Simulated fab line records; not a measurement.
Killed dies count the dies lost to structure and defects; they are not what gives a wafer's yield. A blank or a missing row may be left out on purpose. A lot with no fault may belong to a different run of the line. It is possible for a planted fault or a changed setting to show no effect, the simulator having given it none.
Which tool is to blame? || flow berkeley cmos170 || 42 wafers from 14 lots sampled at 4 of the route's 331 steps

## WHAT THE GAUGES READ, wafer by wafer
UCB170_GATE_OVL_MEAS_13.
{"lot": "L252", "measured": "day 6 13:29", "on": "overlay-02", "GATE_OVL (nm)": "10 -3 1"}
{"lot": "L256", "measured": "day 7 04:35", "on": "overlay-02", "GATE_OVL (nm)": "-12 -9 -6"}
{"lot": "L257", "measured": "day 7 05:10", "on": "overlay-02", "GATE_OVL (nm)": "3 -7 -4"}
{"lot": "L258", "measured": "day 7 16:35", "on": "overlay-02", "GATE_OVL (nm)": "-2 -8 -3"}
{"lot": "L259", "measured": "day 7 21:23", "on": "overlay-02", "GATE_OVL (nm)": "-4 4 1"}
{"lot": "L260", "measured": "day 8 07:10", "on": "overlay-02", "GATE_OVL (nm)": "7 3 -2"}
{"lot": "L261", "measured": "day 8 06:47", "on": "overlay-02", "GATE_OVL (nm)": "1 -3 -2"}
{"lot": "L267", "measured": "day 9 12:59", "on": "overlay-02", "GATE_OVL (nm)": "9 0 5"}
{"lot": "L268", "measured": "day 9 13:13", "on": "overlay-02", "GATE_OVL (nm)": "2 -6 -1"}
{"lot": "L270", "measured": "day 9 20:46", "on": "overlay-01", "GATE_OVL (nm)": "5 1 4"}
{"lot": "L271", "measured": "day 9 21:08", "on": "overlay-02", "GATE_OVL (nm)": "8 -6 -7"}
{"lot": "L272", "measured": "day 10 17:35", "on": "overlay-02", "GATE_OVL (nm)": "-3 2 -4"}
{"lot": "L273", "measured": "day 11 03:34", "on": "overlay-02", "GATE_OVL (nm)": "6 14 -3"}
{"lot": "L275", "measured": "day 11 09:53", "on": "overlay-01", "GATE_OVL (nm)": "-8 -12 -8"}

UCB170_NLDD_TW_MEAS_11.
{"lot": "L252", "measured": "day 6 18:04", "on": "film metro-02", "NLDD_TW": "2192 2205 2184"}
{"lot": "L256", "measured": "day 7 08:34", "on": "film metro-04", "NLDD_TW": "2252 2247 2245"}
{"lot": "L257", "measured": "day 7 09:34", "on": "film metro-04", "NLDD_TW": "2258 2247 2238"}
{"lot": "L260", "measured": "day 8 11:38", "on": "film metro-02", "NLDD_TW": "2182 2191 2185"}
{"lot": "L261", "measured": "day 8 11:24", "on": "film metro-04", "NLDD_TW": "2250 2235 2254"}
{"lot": "L267", "measured": "day 9 18:39", "on": "film metro-04", "NLDD_TW": "2244 2248 2265"}
{"lot": "L268", "measured": "day 9 18:34", "on": "film metro-02", "NLDD_TW": "2208 2190 2193"}
{"lot": "L270", "measured": "day 10 01:10", "on": "film metro-02", "NLDD_TW": "2190 2189 2190"}
{"lot": "L271", "measured": "day 10 01:49", "on": "film metro-02", "NLDD_TW": "2194 2207 2176"}
{"lot": "L272", "measured": "day 10 21:17", "on": "film metro-04", "NLDD_TW": "2234 2246 2239"}
{"lot": "L273", "measured": "day 11 09:04", "on": "film metro-02", "NLDD_TW": "2199 2187 2201"}
{"lot": "L275", "measured": "day 11 14:46", "on": "film metro-04", "NLDD_TW": "2227 2221 2237"}

UCB170_M2_RS_MEAS_02: uses a four-point probe to measure.
{"lot": "L252", "measured": "day 7 22:07", "on": "film metro-03", "M2_AL_RS (ohm/sq)": "0.0322 0.0322 0.0321"}
{"lot": "L256", "measured": "day 8 10:25", "on": "film metro-01", "M2_AL_RS (ohm/sq)": "0.0320 0.0321 0.0321"}
{"lot": "L257", "measured": "day 8 09:57", "on": "film metro-01", "M2_AL_RS (ohm/sq)": "0.0324 0.0321 0.0322"}
{"lot": "L260", "measured": "day 9 18:16", "on": "film metro-01", "M2_AL_RS (ohm/sq)": "0.0326 0.0325 0.0325"}
{"lot": "L261", "measured": "day 9 18:05", "on": "film metro-04", "M2_AL_RS (ohm/sq)": "0.0319 0.0324 0.0322"}
{"lot": "L267", "measured": "day 10 18:00", "on": "film metro-01", "M2_AL_RS (ohm/sq)": "0.0321 0.0320 0.0322"}
{"lot": "L268", "measured": "day 11 00:30", "on": "film metro-03", "M2_AL_RS (ohm/sq)": "0.0316 0.0314 0.0315"}
{"lot": "L270", "measured": "day 11 00:41", "on": "film metro-04", "M2_AL_RS (ohm/sq)": "0.0324 0.0325 0.0324"}
{"lot": "L271", "measured": "day 11 03:01", "on": "film metro-03", "M2_AL_RS (ohm/sq)": "0.0320 0.0320 0.0321"}
{"lot": "L272", "measured": "day 11 23:29", "on": "film metro-01", "M2_AL_RS (ohm/sq)": "0.0319 0.0316 0.0315"}
{"lot": "L273", "measured": "day 12 11:59", "on": "film metro-03", "M2_AL_RS (ohm/sq)": "0.0315 0.0316 0.0313"}
{"lot": "L275", "measured": "day 12 22:26", "on": "film metro-01", "M2_AL_RS (ohm/sq)": "0.0313 0.0314 0.0312"}

## EACH LOT AND THE TOOL THAT RAN IT (in order: tool; ch and the chambers of the sampled wafers; start)
{"lot": "L252", "UCB170_GATE_ANNEAL_03": "furnace-04 ch 0, day 6 07:39"}
{"lot": "L256", "UCB170_GATE_ANNEAL_03": "furnace-01 ch 0, day 7 00:32"}
{"lot": "L257", "UCB170_GATE_ANNEAL_03": "furnace-01 ch 0, day 7 00:32"}
{"lot": "L258", "UCB170_GATE_ANNEAL_03": "furnace-02, day 7 11:28"}
{"lot": "L259", "UCB170_GATE_ANNEAL_03": "furnace-01, day 7 15:44"}
{"lot": "L260", "UCB170_GATE_ANNEAL_03": "furnace-02 ch 0, day 8 02:40"}
{"lot": "L261", "UCB170_GATE_ANNEAL_03": "furnace-02 ch 0, day 8 02:40"}
{"lot": "L267", "UCB170_GATE_ANNEAL_03": "furnace-02 ch 0, day 9 08:56"}
{"lot": "L268", "UCB170_GATE_ANNEAL_03": "furnace-02 ch 0, day 9 08:56"}
{"lot": "L270", "UCB170_GATE_ANNEAL_03": "furnace-04 ch 0, day 9 15:50"}
{"lot": "L271", "UCB170_GATE_ANNEAL_03": "furnace-04 ch 0, day 9 15:50"}
{"lot": "L272", "UCB170_GATE_ANNEAL_03": "furnace-01 ch 0, day 10 11:50"}
{"lot": "L273", "UCB170_GATE_ANNEAL_03": "furnace-04 ch 0, day 10 23:23"}
{"lot": "L275", "UCB170_GATE_ANNEAL_03": "furnace-04 ch 0, day 11 05:08"}
- UCB170_GATE_ANNEAL_03: time 1800 s.

## WHAT THE TOOLS THEMSELVES READ (means of the sampled wafers that have a number; where no wafer has one, the mark that the record gives instead)
UCB170_GATE_ANNEAL_03.
{"lot": "L252", "tool": "furnace-04", "spike tc centre C (C)": 902.4, "spike tc load C (C)": 919.4}
{"lot": "L256", "tool": "furnace-01", "spike tc centre C (C)": 901.8, "spike tc load C (C)": 923.1}
{"lot": "L257", "tool": "furnace-01", "spike tc centre C (C)": 902.7, "spike tc load C (C)": 923.4}
{"lot": "L258", "tool": "furnace-02", "spike tc centre C (C)": "-", "spike tc load C (C)": "-"}
{"lot": "L259", "tool": "furnace-01", "spike tc centre C (C)": "-", "spike tc load C (C)": "-"}
{"lot": "L260", "tool": "furnace-02", "spike tc centre C (C)": 901.8, "spike tc load C (C)": 923.8}
{"lot": "L261", "tool": "furnace-02", "spike tc centre C (C)": 902.9, "spike tc load C (C)": 924.4}
{"lot": "L267", "tool": "furnace-02", "spike tc centre C (C)": 901.1, "spike tc load C (C)": 924.7}
{"lot": "L268", "tool": "furnace-02", "spike tc centre C (C)": 903.0, "spike tc load C (C)": 923.7}
{"lot": "L270", "tool": "furnace-04", "spike tc centre C (C)": 901.3, "spike tc load C (C)": 920.0}
{"lot": "L271", "tool": "furnace-04", "spike tc centre C (C)": 902.6, "spike tc load C (C)": 919.9}
{"lot": "L272", "tool": "furnace-01", "spike tc centre C (C)": 901.6, "spike tc load C (C)": 923.3}
{"lot": "L273", "tool": "furnace-04", "spike tc centre C (C)": 903.4, "spike tc load C (C)": 920.2}
{"lot": "L275", "tool": "furnace-04", "spike tc centre C (C)": 903.5, "spike tc load C (C)": 920.0}

## THE ANSWER, worked out from the rows above alone
Rule: the usual values come from the lots themselves. The widest of any qualifying gaps counts: lots, ordered by their means at a reading, are off when they make up no more than a third of the lots, leave a main group of 4 or more, and stand apart from it by 3 or more times the standard deviation of that group's means. The tables above print the reading to a certain number of digits; a main group whose means all agree to those digits is not used. Also off: a lot with no number at a reading for which 4 or more lots have one. The other lots that the step has rows for count as sound. First the gauges in route order, then the tools' own readings, where a lot's mean is used as printed above. At the first step where some lot is off, the reading lying furthest off is the one used; lots without a number count as furthest.
Off: L258, L259, at UCB170_GATE_ANNEAL_03 (spike tc centre C). Without a number there: L258, L259. The main group: mean 902.3 C, standard deviation 0.77.
If a tool, at that step or one of the process steps before it, ran each lot that is off and ran no sound lot following the first of them, it fits. Of those tried, none fits.

## WHAT HAD BEEN PUT IN BY THE SIMULATOR
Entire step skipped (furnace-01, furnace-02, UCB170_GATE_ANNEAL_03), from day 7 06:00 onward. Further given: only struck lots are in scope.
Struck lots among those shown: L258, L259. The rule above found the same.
